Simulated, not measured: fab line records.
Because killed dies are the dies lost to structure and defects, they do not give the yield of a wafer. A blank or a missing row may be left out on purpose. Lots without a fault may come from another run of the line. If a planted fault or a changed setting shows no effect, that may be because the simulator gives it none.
Commonality check across tools    flow rit cmos    Lots sampled 15, wafers sampled 45

== WHAT PROMPTED THE OPENING ==
Of 15 lots, 3 have the reading NWELL_TW flagged at RIT_NWELL_TW_MEAS_10. No-fault wafers: 2128, standard deviation 25.
Rule: a lot gets a flag if all its wafers with a number sit over 4 standard deviations from that mean, or if no wafer of it has a number. The other lots count as sound.

lot   measured     on             NWELL_TW, wafer by wafer  flag
L687  day 1 21:32  film metro-01  2085 2093 2095            
L688  day 2 03:56  film metro-02  2670 2673 2680            FLAGGED
L689  day 2 11:28  film metro-04  2667 2668 2673            FLAGGED
L692  day 3 01:03  film metro-02  2146 2153 2162            
L693  day 3 04:51  film metro-01  2595 2618 2604            FLAGGED
L698  day 4 07:17  film metro-04  2133 2128 2137            
L700  day 4 14:32  film metro-01  2099 2099 2100            
L702  day 5 02:29  film metro-02  2155 2136 2149            
L703  day 5 07:01  film metro-04  2149 2143 2157            
L704  day 5 10:39  film metro-02  2145 2150 2149            
L705  day 5 17:04  film metro-01  2101 2089 2091            
L707  day 6 02:34  film metro-02  2141 2132 2138            
L708  day 6 07:38  film metro-02  2136 2137 2139            
L709  day 6 15:26  film metro-04  2155 2158 2164            
L710  day 6 18:28  film metro-02  2144 2121 2145            
Average over the flagged lots: 2650; offset from the usual +522, equal to +21 standard deviations.

== WHICH TOOL EACH LOT WENT THROUGH ==
The record holds 1 process step before the reading, out of a route of 202 steps. Every cell lists first the tool, next ch and the chambers used by the sampled wafers, and last the start.
lot   flag     RIT_NWELL_IMPLANT_08
L687           implanter-04 ch 0, day 1 21:15
L688  FLAGGED  implanter-04 ch 0, day 2 03:19
L689  FLAGGED  implanter-02 ch 0, day 2 10:50
L692           implanter-04 ch 0, day 3 00:44
L693  FLAGGED  implanter-01 ch 0, day 3 04:13
L698           implanter-01 ch 0, day 4 06:58
L700           implanter-02 ch 0, day 4 14:13
L702           implanter-02 ch 0, day 5 02:10
L703           implanter-04 ch 0, day 5 06:42
L704           implanter-02 ch 0, day 5 10:20
L705           implanter-04 ch 0, day 5 16:45
L707           implanter-04 ch 0, day 6 02:14
L708           implanter-04 ch 0, day 6 07:18
L709           implanter-04 ch 0, day 6 15:07
L710           implanter-01 ch 0, day 6 18:08
What these steps do:
- RIT_NWELL_IMPLANT_08
- RIT_NWELL_TW_MEAS_10

== FLAGGED OVER TOTAL, TOOL BY TOOL (the gauges that took the reading come last) ==
step                  tool           lots run  flagged  share of the flagged lots  sound lots run after its first flagged lot
RIT_NWELL_IMPLANT_08  implanter-01   3         1        some                       2 (L698,L710)
RIT_NWELL_IMPLANT_08  implanter-02   4         1        some                       3 (L700,L702,L704)
RIT_NWELL_IMPLANT_08  implanter-04   8         1        some                       6 (L692,L703,L705,L707,L708,L709)
RIT_NWELL_TW_MEAS_10  film metro-01  4         1        some                       2 (L700,L705)
RIT_NWELL_TW_MEAS_10  film metro-02  7         1        some                       6 (L692,L702,L704,L707,L708,L710)
RIT_NWELL_TW_MEAS_10  film metro-04  4         1        some                       3 (L698,L703,L709)

== WHAT IS ALLOWED BY THE TABLE ==
No row of the table ran every flagged lot.

== WHAT HAD BEEN PUT IN BY THE SIMULATOR ==
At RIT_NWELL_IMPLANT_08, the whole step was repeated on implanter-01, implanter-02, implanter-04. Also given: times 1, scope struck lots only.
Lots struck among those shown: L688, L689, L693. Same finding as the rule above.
